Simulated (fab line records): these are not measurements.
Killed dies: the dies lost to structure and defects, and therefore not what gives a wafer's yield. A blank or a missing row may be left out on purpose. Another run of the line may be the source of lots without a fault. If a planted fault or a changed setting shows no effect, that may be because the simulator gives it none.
Lot-split experiment + flow berkeleyCmos170 + on a route of 331 steps: 5 lots, 27 wafers read

== ON THE SPLIT ==
At UCB170_ACTIVE_DEVELOP_12 (develop time 45 s), the setting developTimeS was moved away from the recipe's 45 s on 12 of the 27 wafers read, by -43.4% to +36.2%. This setting was run at the recipe's value on the other wafers.

== FROM THE SPLIT TO THE READING: what the file shows between them, 3 steps ==
- UCB170_ACTIVE_CD_MEAS_13: target cd 1200 nm
- UCB170_ACTIVE_ETCH_15: etches Si3N4 in CH3F/Ar/O2, stops on SiO2, target depth 242 nm, time 151 s
- UCB170_ACTIVE_STRIP_16: strips in O2

== THE READING ==
cdNm at UCB170_ACTIVE_CD_MEAS_90, given in nm (cd target 1200 nm). A value of 1199.8 nm with a standard deviation of 1.2 nm is what fault-free wafers of this fab line usually give.

| wafer  | tool, chamber at the split | developTimeS as run, s | against the recipe | cdNm, nm | against lot-mates on the recipe |
|--------|----------------------------|------------------------|--------------------|----------|---------------------------------|
| L074.1 | lithoTrack-02, 0           | 28.84                  | -35.9%             | 1204.9   | +3.2                            |
| L074.2 | lithoTrack-02, 0           | 45                     | recipe             | 1202.6   | -                               |
| L074.3 | lithoTrack-02, 0           | 45                     | recipe             | 1201.1   | -                               |
| L074.4 | lithoTrack-02, 0           | 45                     | recipe             | 1201.4   | -                               |
| L074.5 | lithoTrack-02, 0           | 28.84                  | -35.9%             | 1203.7   | +2.0                            |
| L074.6 | lithoTrack-02, 0           | 28.84                  | -35.9%             | 1203.4   | +1.7                            |
| L076.1 | lithoTrack-04, 0           | 45                     | recipe             | 1199.7   | -                               |
| L076.2 | lithoTrack-04, 0           | 45                     | recipe             | 1199.3   | -                               |
| L076.3 | lithoTrack-04, 0           | 36.79                  | -18.2%             | 1201.4   | +1.5                            |
| L076.4 | lithoTrack-04, 0           | 36.79                  | -18.2%             | 1202.4   | +2.5                            |
| L076.5 | lithoTrack-04, 0           | 36.79                  | -18.2%             | 1201.3   | +1.4                            |
| L076.6 | lithoTrack-04, 0           | 45                     | recipe             | 1200.8   | -                               |
| L079.1 | lithoTrack-03, 0           | 45                     | recipe             | 1198.8   | -                               |
| L079.2 | lithoTrack-03, 0           | 61.28                  | +36.2%             | 1195.8   | -3.0                            |
| L079.3 | lithoTrack-03, 0           | 61.28                  | +36.2%             | 1197.7   | -1.1                            |
| L079.4 | lithoTrack-03, 0           | 45                     | recipe             | 1198.5   | -                               |
| L079.5 | lithoTrack-03, 0           | 45                     | recipe             | 1199.2   | -                               |
| L079.6 | lithoTrack-03, 0           | 61.28                  | +36.2%             | 1197.4   | -1.4                            |
| L082.1 | lithoTrack-04, 0           | 45                     | recipe             | 1201.4   | -                               |
| L082.2 | lithoTrack-04, 0           | 45                     | recipe             | 1200.3   | -                               |
| L082.3 | lithoTrack-04, 0           | 25.47                  | -43.4%             | 1204.4   | +4.1                            |
| L082.4 | lithoTrack-04, 0           | 25.47                  | -43.4%             | 1205.0   | +4.7                            |
| L082.5 | lithoTrack-04, 0           | 45                     | recipe             | 1199.1   | -                               |
| L082.6 | lithoTrack-04, 0           | 25.47                  | -43.4%             | 1205.7   | +5.4                            |
| L085.1 | lithoTrack-02, 0           | 45                     | recipe             | 1200.6   | -                               |
| L085.2 | lithoTrack-02, 0           | 45                     | recipe             | 1200.2   | -                               |
| L085.5 | lithoTrack-02, 0           | 45                     | recipe             | 1200.5   | -                               |

THE FIT
A straight line over all 27 wafers: cdNm changes by -0.101 nm for each +1% of developTimeS; r = -0.92; the points scatter about the line by 0.99 nm.
The same after taking each lot's own level away (the mean of its wafers on the recipe; 27 wafers): -0.0777 nm for each +1%; r = -0.90; scatter 0.86 nm.
According to that fit, moving developTimeS by its largest amount changes the reading by 3.4 nm.
Measured against the standard deviation above, the lots' own levels, which go from 1198.83 to 1201.70 nm, span 2.4 times it.
So the lot-to-lot level changes the slope: the two fits differ.
Check: +3.53 nm against its lot-mates is what the line predicts for one of the wafers moved furthest among these (-43.4%) when that wafer is left out of the fit. It came out at +4.13 nm against them.

== ADDITIONAL SPLITS CARRIED BY THESE WAFERS ==
Note: prior to the reading, these wafers also went through further splits. Each is held against what the fit with the lots' levels taken away leaves over:
| other split on the same wafers | wafers away from the commonest value | r with cdNm (lot level and that fit taken away) |
|--------------------------------|--------------------------------------|-------------------------------------------------|
| UCB170_NWELL_CVD_04 timeS      | 18                                   | +0.32                                           |

== THE WHOLE CHAIN: every reading that the file lists as answering this split, in the file's order ==
| step                     | what it does      | reading | change (the file's fit)                | r (the file's) |
|--------------------------|-------------------|---------|----------------------------------------|----------------|
| UCB170_ACTIVE_CD_MEAS_13 | target cd 1200 nm | cdNm    | -0.0844 nm for each +1% of the setting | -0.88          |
| UCB170_ACTIVE_CD_MEAS_90 | target cd 1200 nm | cdNm    | -0.0808 nm for each +1% of the setting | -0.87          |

== THE FILE'S OWN FIT ==
cdNm changes by -0.0808 nm for each +1% of developTimeS, r = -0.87.
